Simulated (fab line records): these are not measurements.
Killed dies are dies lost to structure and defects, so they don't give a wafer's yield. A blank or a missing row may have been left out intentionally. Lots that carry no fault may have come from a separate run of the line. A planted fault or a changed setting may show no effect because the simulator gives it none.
One fault seen from 2 desks | flow rit-cmos | numbers are kept per desk, each desk with only its own; the story behind them comes last

== DESK OF THE TOOL OWNER: implanter-04 ==
For each lot that ran on this tool, the mean over its sampled wafers that have a number, from the tool's own readings at RIT_PWELL_IMPLANT_08. Any lot whose mean is over 4 standard deviations away from the usual mean is out of limits and marked OUT; that distance is given in the brackets.
Columns: A = dose-ions-cm2 at RIT_PWELL_IMPLANT_08, usual 7e+13; B = faraday-current-uA at RIT_PWELL_IMPLANT_08, usual 222; C = tilt-deg at RIT_PWELL_IMPLANT_08, usual 6.994 degrees
lot  | first seen here | A                       | B             | C
L504 | day 2 05:02     | 7e+13                   | 223           | 6.996
L505 | day 2 10:36     | 7e+13                   | 220           | 7.004
L506 | day 2 13:11     | 4e+13 (-99 or more) OUT | 112 (-27) OUT | 7.000
L507 | day 2 19:23     | 4e+13 (-99 or more) OUT | 113 (-27) OUT | 7.003
L524 | day 6 09:43     | 7e+13                   | 223           | 6.999
L525 | day 6 17:37     | 7e+13                   | 224           | 6.990
This desk's finding: out of limits on L506, L507; first on L506, day 2 13:11 (dose-ions-cm2 at RIT_PWELL_IMPLANT_08). L504, L505, L524, L525 stayed within limits.

== FROM THE METROLOGY DESK ==
What the gauges read, lot by lot, whatever tool the lot ran on: means of the sampled wafers that have a number. Any lot whose mean is over 4 standard deviations away from the usual mean is out of limits and marked OUT; that distance is given in the brackets.
Columns: A = PWELL_TW at RIT_PWELL_TW_MEAS_10, usual 947; B = PWELL_RS at RIT_WELLDRIVE_RS_MEAS_02, usual 429.7 ohm/sq
lot  | first seen here | A             | B
L503 | day 2 00:11     | 946           | 428.7
L504 | day 2 05:22     | 948           | 429.9
L505 | day 2 10:55     | 942           | 428.9
L506 | day 2 13:29     | 771 (-16) OUT | 671.3 (+99 or more) OUT
L507 | day 2 19:42     | 751 (-18) OUT | 676.0 (+99 or more) OUT
L508 | day 2 23:41     | 962           | 429.5
L509 | day 3 05:33     | 966           | 430.7
L515 | day 4 11:31     | 941           | 431.2
L516 | day 4 16:34     | 963           | 429.5
L518 | day 5 03:15     | 965           | 429.3
L523 | day 6 05:31     | 945           | 428.0
L524 | day 6 10:01     | 966           | 429.0
L525 | day 6 17:56     | 943           | 429.5
L526 | day 6 21:59     | 936           | 430.1
This desk's finding: out of limits on L506, L507; first on L506, day 2 13:29 (PWELL_TW at RIT_PWELL_TW_MEAS_10). L503, L504, L505, L508, L509, L515, L516, L518, L523, L524, L525, L526 stayed within limits.

== BROUGHT TOGETHER ==
The tool owner's desk could have raised an alarm at day 2 13:11, on L506, L507.
The metrology desk could have raised an alarm at day 2 13:29, on L506, L507.
The lots listed all ran RIT_PWELL_IMPLANT_08 on implanter-04.

== WHAT THE SIMULATOR HAD INSERTED ==
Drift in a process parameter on implanter-04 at RIT_PWELL_IMPLANT_08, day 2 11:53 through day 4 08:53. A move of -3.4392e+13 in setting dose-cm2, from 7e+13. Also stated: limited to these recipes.
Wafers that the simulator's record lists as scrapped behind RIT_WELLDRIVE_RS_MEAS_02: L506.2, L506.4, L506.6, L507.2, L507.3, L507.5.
Struck lots among those shown: L506, L507.
Fault start to first reading out of limits, in hours, per desk: tool owner, 1; metrology, 2.
